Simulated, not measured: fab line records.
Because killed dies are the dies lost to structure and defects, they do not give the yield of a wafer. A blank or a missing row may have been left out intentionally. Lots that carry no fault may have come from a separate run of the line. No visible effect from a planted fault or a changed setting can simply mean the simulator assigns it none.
Which tool was responsible? | flow berkeleyCmos170 | 42 wafers from 14 lots sampled at 5 of the route's 331 steps

WHAT EACH GAUGE READ, for each wafer
UCB170_SACOX_THK_MEAS_02.
lot  | measured    | on           | SACOX_OXIDE_THK (nm)
L759 | day 5 18:23 | filmMetro-03 | 14.19 14.41 14.08
L760 | day 5 18:25 | filmMetro-02 | 14.08 14.10 14.10
L762 | day 6 06:54 | filmMetro-04 | 14.55 14.63 14.52
L763 | day 6 16:54 | filmMetro-03 | 14.46 14.57 14.48
L765 | day 6 16:55 | filmMetro-04 | 14.09 14.12 14.48
L764 | day 6 16:57 | filmMetro-04 | 14.39 14.44 14.60
L766 | day 7 07:37 | filmMetro-02 | 14.20 13.98 14.25
L767 | day 7 18:47 | filmMetro-02 | 14.33 14.46 14.43
L768 | day 7 18:50 | filmMetro-03 | 14.28 14.47 14.23
L771 | day 7 18:50 | filmMetro-04 | 14.36 14.46 14.35
L772 | day 8 03:24 | filmMetro-03 | 14.33 14.13 14.28
L776 | day 8 11:02 | filmMetro-04 | 14.40 14.45 14.23
L774 | day 8 11:02 | filmMetro-02 | 14.10 14.21 14.16
L781 | day 9 06:02 | filmMetro-03 | 14.50 14.57 14.51

UCB170_M2_CD_MEAS_90: the cd target is 700 nm.
lot  | measured     | on       | cdNm (nm)
L759 | day 7 23:48  | cdSem-02 | 701.5 698.9 695.4
L760 | day 8 05:37  | cdSem-02 | 699.1 702.2 700.0
L762 | day 8 16:54  | cdSem-01 | 701.4 701.9 699.8
L763 | day 9 07:21  | cdSem-01 | 696.9 695.5 696.7
L765 | day 9 06:35  | cdSem-01 | 702.1 698.7 699.6
L764 | day 9 07:34  | cdSem-02 | 699.1 696.5 697.9
L766 | day 9 22:01  | cdSem-01 | 700.8 702.3 704.2
L767 | day 10 01:28 | cdSem-01 | 702.0 699.1 699.6
L768 | day 10 01:47 | cdSem-02 | 702.8 706.5 706.0
L771 | day 10 01:42 | cdSem-01 | 698.7 699.8 699.3
L772 | day 10 19:50 | cdSem-02 | 697.2 700.1 697.6
L776 | day 10 22:39 | cdSem-01 | 701.0 702.4 698.6
L774 | day 10 19:02 | cdSem-02 | 703.9 703.1 703.2
L781 | day 11 14:15 | cdSem-02 | 705.5 700.1 697.6

WHICH TOOL RAN EACH LOT (tool, then ch and the chambers of the sampled wafers, then the start)
lot  | UCB170_NLDD_STRIP_10                | UCB170_M2_METAL_ETCH_18          | UCB170_M2_STRIP_19
L759 | plasmaAsher-01 ch 0,1, day 6 22:39  | rieMetal-04 ch 0,1, day 7 23:31  | plasmaAsher-02 ch 0,1, day 7 23:42
L760 | plasmaAsher-03 ch 0,1, day 6 22:53  | rieMetal-03 ch 0,1, day 8 05:20  | plasmaAsher-03 ch 0,1, day 8 05:31
L762 | plasmaAsher-03 ch 0,1, day 7 08:31  | rieMetal-01 ch 0,1, day 8 16:37  | plasmaAsher-03 ch 0,1, day 8 16:48
L763 | plasmaAsher-04 ch 0,1, day 7 21:57  | rieMetal-03 ch 0, day 9 06:55    | plasmaAsher-01 ch 0,1, day 9 07:14
L765 | plasmaAsher-04 ch 0,1, day 7 21:16  | rieMetal-04 ch 0,1, day 9 06:19  | plasmaAsher-03 ch 0,1, day 9 06:28
L764 | plasmaAsher-01 ch 0,1, day 7 21:50  | rieMetal-01 ch 1, day 9 06:58    | plasmaAsher-02 ch 0, day 9 07:28
L766 | plasmaAsher-03 ch 1, day 8 11:23    | rieMetal-03 ch 0, day 9 21:32    | plasmaAsher-03 ch 0,1, day 9 21:55
L767 | plasmaAsher-04 ch 0,1, day 8 20:55  | rieMetal-01 ch 0,1, day 10 01:10 | plasmaAsher-03 ch 0,1, day 10 01:22
L768 | plasmaAsher-04 ch 0,1, day 8 21:29  | rieMetal-03 ch 0,1, day 10 01:28 | plasmaAsher-01 ch 0,1, day 10 01:40
L771 | plasmaAsher-03 ch 0, day 8 21:45    | rieMetal-04 ch 0,1, day 10 01:21 | plasmaAsher-03 ch 0,1, day 10 01:32
L772 | plasmaAsher-04 ch 0,1, day 9 10:23  | rieMetal-01 ch 0,1, day 10 19:30 | plasmaAsher-03 ch 0, day 10 19:41
L776 | plasmaAsher-01 ch 0,1, day 9 12:46  | rieMetal-04 ch 0,1, day 10 22:20 | plasmaAsher-03 ch 0,1, day 10 22:32
L774 | plasmaAsher-01 ch 0,1, day 9 13:01  | rieMetal-04 ch 0,1, day 10 18:46 | plasmaAsher-01 ch 0,1, day 10 18:55
L781 | plasmaAsher-04 ch 0,1, day 10 13:40 | rieMetal-01 ch 0,1, day 11 13:56 | plasmaAsher-02 ch 0, day 11 14:08
- UCB170_NLDD_STRIP_10: strips in O2.
- UCB170_M2_METAL_ETCH_18: etches Al in Cl2/BCl3, stops on SiO2, target depth 1170 nm, time 195 s.
- UCB170_M2_STRIP_19: strips in O2.

AS READ BY THE TOOLS THEMSELVES (means over the sampled wafers that have a number; for cases with no such wafer, the mark the record gives instead)
UCB170_NLDD_STRIP_10.
lot  | tool           | drypumpMotorCurrentA (A) | o2FlowSccm (sccm) | oesProductAu (a.u.) | stripTimeToEndpointS (s)
L759 | plasmaAsher-01 | 6.4                      | 399.9             | 0.733               | 21.59
L760 | plasmaAsher-03 | 5.8                      | 399.9             | 0.732               | 21.61
L762 | plasmaAsher-03 | 5.9                      | 400.6             | 0.735               | 21.67
L763 | plasmaAsher-04 | 6.1                      | 400.0             | 0.730               | 21.70
L765 | plasmaAsher-04 | 5.7                      | 400.6             | 0.737               | 21.65
L764 | plasmaAsher-01 | 6.2                      | 401.6             | 0.734               | 21.70
L766 | plasmaAsher-03 | 5.8                      | 398.8             | 0.732               | 21.57
L767 | plasmaAsher-04 | 5.7                      | 399.3             | 0.736               | 21.66
L768 | plasmaAsher-04 | 6.1                      | 399.1             | 0.732               | 21.66
L771 | plasmaAsher-03 | 5.9                      | 398.5             | 0.735               | 21.54
L772 | plasmaAsher-04 | 6.1                      | 400.2             | 0.733               | 21.54
L776 | plasmaAsher-01 | 6.3                      | 400.5             | 0.730               | 21.63
L774 | plasmaAsher-01 | 6.3                      | 401.4             | 0.737               | 21.70
L781 | plasmaAsher-04 | 5.7                      | 400.5             | 0.731               | 21.69

UCB170_M2_METAL_ETCH_18.
lot  | tool        | biasW (W) | drypumpMotorCurrentA (A) | oesProductAu (a.u.) | throttleValvePct (%)
L759 | rieMetal-04 | 120.0     | 6.1                      | 0.856               | 24.25
L760 | rieMetal-03 | 119.8     | 5.7                      | 0.859               | 24.37
L762 | rieMetal-01 | 119.8     | 5.9                      | 0.831               | 24.43
L763 | rieMetal-03 | 120.1     | 5.2                      | 0.865               | 24.26
L765 | rieMetal-04 | 120.0     | 6.0                      | 0.855               | 24.25
L764 | rieMetal-01 | 120.1     | 6.0                      | 0.834               | 24.21
L766 | rieMetal-03 | 120.6     | 5.2                      | 0.865               | 24.27
L767 | rieMetal-01 | 120.1     | 5.9                      | 0.834               | 24.31
L768 | rieMetal-03 | 119.9     | 6.1                      | 0.835               | 24.47
L771 | rieMetal-04 | 120.5     | 6.3                      | 0.861               | 24.26
L772 | rieMetal-01 | 120.0     | 6.0                      | 0.825               | 24.32
L776 | rieMetal-04 | 154.4     | 6.0                      | 0.857               | 24.25
L774 | rieMetal-04 | 154.6     | 6.2                      | 0.851               | 24.26
L781 | rieMetal-01 | 120.0     | 5.9                      | 0.827               | 24.32

UCB170_M2_STRIP_19.
lot  | tool           | drypumpMotorCurrentA (A) | o2FlowSccm (sccm) | oesProductAu (a.u.)
L759 | plasmaAsher-02 | 6.3                      | 401.7             | 0.535
L760 | plasmaAsher-03 | 5.9                      | 398.8             | 0.558
L762 | plasmaAsher-03 | 5.9                      | 401.3             | 0.555
L763 | plasmaAsher-01 | 6.3                      | 399.1             | 0.557
L765 | plasmaAsher-03 | 5.9                      | 400.2             | 0.527
L764 | plasmaAsher-02 | 6.8                      | 399.7             | 0.547
L766 | plasmaAsher-03 | 5.8                      | 400.4             | 0.545
L767 | plasmaAsher-03 | 5.9                      | 400.8             | 0.551
L768 | plasmaAsher-01 | 6.4                      | 398.4             | 0.554
L771 | plasmaAsher-03 | 5.9                      | 400.4             | 0.544
L772 | plasmaAsher-03 | 5.9                      | 400.4             | 0.548
L776 | plasmaAsher-03 | 5.9                      | 400.4             | 0.483
L774 | plasmaAsher-01 | 6.2                      | 400.3             | 0.483
L781 | plasmaAsher-02 | 6.8                      | 401.1             | 0.548

THE ANSWER, worked out from the rows above alone
Rule: what is usual is taken from the lots themselves. Put in order of their means at a reading, lots are off if they are a third of the lots or fewer, leave a main group of 4 or more, and stand apart from it by a gap of 3 or more times the standard deviation of the main group's means; of several such gaps the widest counts. A main group whose means are all the same, to the digits that the tables above print for the reading, isn't used. Also off: a lot with no number at a reading for which 4 or more lots have one. Any other lot the step has rows for is counted as sound. First the gauges in route order, then the tools' own readings, where a lot's mean is used as printed above. At the first step where some lot is off, the reading lying furthest off is the one used; lots without a number count as furthest.
Off at UCB170_M2_METAL_ETCH_18 (biasW): L776, L774. For the main group the mean is 120.1 W and the standard deviation 0.23.
A tool fits if, at that step or a process step before it, it ran every lot that is off, and no sound lot after the first of them. 2 tools fit, plasmaAsher-01 at UCB170_NLDD_STRIP_10 and rieMetal-04 at UCB170_M2_METAL_ETCH_18, so this cannot tell which one it is.

WHAT HAD BEEN PUT IN BY THE SIMULATOR
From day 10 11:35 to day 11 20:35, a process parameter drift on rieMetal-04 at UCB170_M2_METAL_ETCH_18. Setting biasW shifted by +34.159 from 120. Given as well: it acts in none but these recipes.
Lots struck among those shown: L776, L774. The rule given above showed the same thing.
